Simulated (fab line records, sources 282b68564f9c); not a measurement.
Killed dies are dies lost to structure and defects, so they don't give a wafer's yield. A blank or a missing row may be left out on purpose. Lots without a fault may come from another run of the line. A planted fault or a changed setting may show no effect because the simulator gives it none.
Which tool did it? | flow rit_cmos | 13 lots, 39 wafers sampled, at 2 steps of a route of 202

WHAT THE GAUGES READ, wafer by wafer
The record holds no reading of a measuring or inspecting step that can be judged against a usual standard deviation.

WHICH TOOL RAN EACH LOT (tool, then ch and the chambers of the sampled wafers, then the start)
lot  | RIT_FOX2_WET_ETCH_03           | RIT_M1_PROBE_99
L675 | wet_bench-03 ch 3, day 1 21:29 | prober-02, day 3 14:28
L676 | wet_bench-02 ch 1, day 2 01:12 | prober-01, day 3 18:35
L677 | wet_bench-03 ch 0, day 2 06:12 | prober-02, day 4 01:41
L678 | wet_bench-03 ch 0, day 2 10:59 | prober-01, day 4 03:11
L679 | wet_bench-03 ch 3, day 2 15:33 | prober-02, day 4 07:52
L680 | wet_bench-02 ch 3, day 2 21:02 | prober-01, day 4 12:55
L681 | wet_bench-01 ch 2, day 3 01:20 | prober-02, day 4 16:43
L683 | wet_bench-01 ch 3, day 3 13:12 | prober-02, day 5 06:49
L684 | wet_bench-02 ch 1, day 3 17:17 | prober-01, day 5 09:04
L685 | wet_bench-02 ch 3, day 3 22:26 | prober-02, day 5 15:31
L687 | wet_bench-02 ch 0, day 4 08:24 | prober-02, day 5 23:25
L697 | wet_bench-01 ch 3, day 6 09:11 | prober-02, day 8 06:45
L698 | wet_bench-03 ch 0, day 6 18:03 | prober-01, day 8 10:56
- RIT_FOX2_WET_ETCH_03: etches Si3N4 in H3PO4, target depth 195 nm, time 2700 s.
- RIT_M1_PROBE_99

WHAT THE TOOLS THEMSELVES READ (means of the sampled wafers that have a number; where no wafer has one, the mark that the record gives instead)
RIT_FOX2_WET_ETCH_03. Usual: bath_heat_duty_pct 27.5 %, standard deviation 2.
lot  | tool         | bath_heat_duty_pct (%) | flag
L675 | wet_bench-03 | 31.3                   |
L676 | wet_bench-02 | 26.3                   |
L677 | wet_bench-03 | 27.1                   |
L678 | wet_bench-03 | 26.1                   |
L679 | wet_bench-03 | 32.3                   |
L680 | wet_bench-02 | 29.7                   |
L681 | wet_bench-01 | 24.7                   |
L683 | wet_bench-01 | 26.2                   |
L684 | wet_bench-02 | 27.8                   |
L685 | wet_bench-02 | 28.6                   |
L687 | wet_bench-02 | 28.9                   |
L697 | wet_bench-01 | 26.2                   |
L698 | wet_bench-03 | 26.5                   |

RIT_M1_PROBE_99. Usual: killed_at_M0_to_M3 0.0, standard deviation 0.12; killed_at_contacts 0.0, standard deviation 0.2; killed_at_front_end 6.6, standard deviation 2.8; killed_dies 6.6, standard deviation 2.8; killed_on_rim 1.8, standard deviation 1.2; killed_open 3.3, standard deviation 1.9; killed_short 3.2, standard deviation 1.8.
lot  | tool      | killed_at_M0_to_M3 | killed_at_contacts | killed_at_front_end | killed_dies | killed_on_rim | killed_open | killed_short | flag
L675 | prober-02 | 0.0                | 0.0                | 7.0                 | 7.0         | 1.7           | 4.3         | 2.7          |
L676 | prober-01 | 0.3                | 0.0                | 6.0                 | 6.3         | 2.3           | 1.7         | 4.3          |
L677 | prober-02 | 0.0                | 0.0                | 5.7                 | 5.7         | 1.0           | 2.0         | 3.7          |
L678 | prober-01 | 0.0                | 0.0                | 7.0                 | 7.0         | 1.0           | 3.7         | 3.3          |
L679 | prober-02 | 0.0                | 0.0                | 7.3                 | 7.3         | 1.3           | 5.3         | 2.0          |
L680 | prober-01 | 0.0                | 0.0                | 9.0                 | 9.0         | 2.7           | 4.3         | 4.7          |
L681 | prober-02 | 0.0                | 0.3                | 8.7                 | 9.0         | 2.3           | 4.0         | 5.0          |
L683 | prober-02 | 0.0                | 0.3                | 3.7                 | 4.0         | 1.3           | 2.3         | 1.7          |
L684 | prober-01 | 0.0                | 0.0                | 5.7                 | 5.7         | 2.3           | 3.0         | 2.7          |
L685 | prober-02 | 0.0                | 0.0                | 5.7                 | 5.7         | 1.3           | 2.3         | 3.3          |
L687 | prober-02 | 0.0                | 0.0                | 31.7                | 31.7        | 5.7           | 3.7         | 3.7          | OFF
L697 | prober-02 | 0.0                | 0.0                | 6.7                 | 6.7         | 2.3           | 3.0         | 3.7          |
L698 | prober-01 | 0.0                | 0.0                | 3.3                 | 3.3         | 0.3           | 1.7         | 1.7          |

THE ANSWER, worked out from the rows above alone
Rule: a lot is off if the mean of its wafers that have a number lies more than 3 standard deviations from the usual mean. A lot without any number at a reading at which 4 lots or more have one is off too. The other lots that the step has rows for count as sound. The gauges are gone through in route order, then the tools' own readings, and for those a lot's mean is taken as printed above. The first step at which some lot is off is used, and at that step the reading that is off furthest; a lot without a number counts as furthest.
Off: L687, at RIT_M1_PROBE_99 (killed_at_front_end).
A tool fits if, at that step or a process step before it, it ran every lot that is off, and no sound lot after the first of them. One fits: wet_bench-02 at RIT_FOX2_WET_ETCH_03. Its last sound lot is L685 (day 3 22:26), its first lot that is off L687 (day 4 08:24): a fault that began between those two fits.

WHAT THE SIMULATOR HAD PUT IN
Chamber particle source: wet_bench-02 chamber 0, from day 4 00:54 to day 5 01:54, at RIT_FOX2_WET_ETCH_03. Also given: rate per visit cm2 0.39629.
Lots struck among those shown: L687. The rule above found the same.
